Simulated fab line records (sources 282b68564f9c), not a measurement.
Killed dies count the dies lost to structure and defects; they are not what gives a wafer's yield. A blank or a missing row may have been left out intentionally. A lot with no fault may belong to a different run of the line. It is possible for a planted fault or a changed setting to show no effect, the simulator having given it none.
Check of tool commonality ; flow rit cmos ; 13 lots, 39 wafers sampled

== WHY THIS WAS OPENED ==
RIT_SPACER_THK_MEAS_04, reading SPACER_NITRIDE_THK: flagged on 1 of 13 lots. Fault-free wafers read 245.8 nm, with a standard deviation of 2.7.
Rule: a lot is flagged when every wafer of it that has a number lies more than 4 standard deviations from that mean, or none has a number. All remaining lots are regarded as sound.

lot;measured;on;SPACER_NITRIDE_THK (nm), wafer by wafer;flag
L226;day 3 08:11;film metro-02;249.7 247.0 247.3;
L227;day 3 13:07;film metro-03;249.4 249.7 250.8;
L228;day 3 13:27;film metro-02;247.0 248.3 249.0;
L229;day 3 21:31;film metro-03;246.5 245.4 250.7;
L231;day 4 04:44;film metro-01;247.3 248.7 249.9;
L233;day 4 11:28;film metro-03;245.2 245.7 247.0;
L235;day 5 07:40;film metro-01;245.2 244.4 244.4;
L236;day 5 12:53;film metro-02;250.8 248.4 249.3;
L239;day 6 08:54;film metro-02;242.9 242.4 242.9;
L240;day 6 09:16;film metro-03;246.0 245.1 242.8;
L241;day 6 12:08;film metro-03;243.7 243.1 242.7;
L243;day 7 02:49;film metro-02;247.1 247.7 250.2;
L245;day 7 07:48;film metro-03;407.1 412.2 407.8;FLAGGED
Average over the flagged lots: 409.0 nm; offset from the usual +163.2 nm, equal to +60 standard deviations.

== EACH LOT AND THE TOOL IT RAN ON ==
The record keeps 1 process step preceding the reading, out of 202 steps on the route. Every cell lists first the tool, next ch and the chambers used by the sampled wafers, and last the start.
lot;flag;RIT_SPACER_CVD_03
L226;;lpcvd-01 ch 0, day 3 06:16
L227;;lpcvd-02 ch 0, day 3 11:12
L228;;lpcvd-01 ch 1, day 3 11:32
L229;;lpcvd-01 ch 1, day 3 19:35
L231;;lpcvd-02 ch 0, day 4 02:49
L233;;lpcvd-02 ch 0, day 4 09:31
L235;;lpcvd-01 ch 1, day 5 05:45
L236;;lpcvd-01 ch 1, day 5 10:56
L239;;lpcvd-02 ch 1, day 6 06:59
L240;;lpcvd-01 ch 0, day 6 07:21
L241;;lpcvd-01 ch 1, day 6 10:13
L243;;lpcvd-01 ch 0, day 7 00:53
L245;FLAGGED;lpcvd-02 ch 1, day 7 05:53
These steps, and what they do:
- RIT_SPACER_CVD_03: deposits Si3N4 from SiH2Cl2/NH3, target thk 250 nm, time 3300 s.
- RIT_SPACER_THK_MEAS_04

== FLAGGED OVER TOTAL, TOOL BY TOOL (the gauges that took the reading come last) ==
step;tool;lots run;flagged;share of the flagged lots;sound lots run after its first flagged lot
RIT_SPACER_CVD_03;lpcvd-01;8;0;none;-
RIT_SPACER_CVD_03;lpcvd-02;5;1;all;0
RIT_SPACER_THK_MEAS_04;film metro-01;2;0;none;-
RIT_SPACER_THK_MEAS_04;film metro-02;5;0;none;-
RIT_SPACER_THK_MEAS_04;film metro-03;6;1;all;0

== WHAT IS ALLOWED BY THE TABLE ==
2 rows of the table ran every flagged lot: lpcvd-02 at RIT_SPACER_CVD_03, film metro-03 at RIT_SPACER_THK_MEAS_04.
- lpcvd-02 at RIT_SPACER_CVD_03: 1 of its 5 lots flagged. A fault beginning between L239 (day 6 06:59), its last sound lot, and L245 (day 7 05:53), its first flagged one, fits the data. Its own readings (spike tc centre C, spike tc load C, spike tc source C, susceptor temp C, zone power source pct) fall more than 4 standard deviations out on all wafers of the flagged lots.
- film metro-03 at RIT_SPACER_THK_MEAS_04: 1 of its 6 lots flagged. A fault beginning between L241 (day 6 12:08), its last sound lot, and L245 (day 7 07:48), its first flagged one, fits the data.
These 2 tools cannot be told apart by counting lots, since each of them fits a fault that started at some hour. More lots, or a look at what each step does to the wafer, might.

== WHAT HAD BEEN PUT IN BY THE SIMULATOR ==
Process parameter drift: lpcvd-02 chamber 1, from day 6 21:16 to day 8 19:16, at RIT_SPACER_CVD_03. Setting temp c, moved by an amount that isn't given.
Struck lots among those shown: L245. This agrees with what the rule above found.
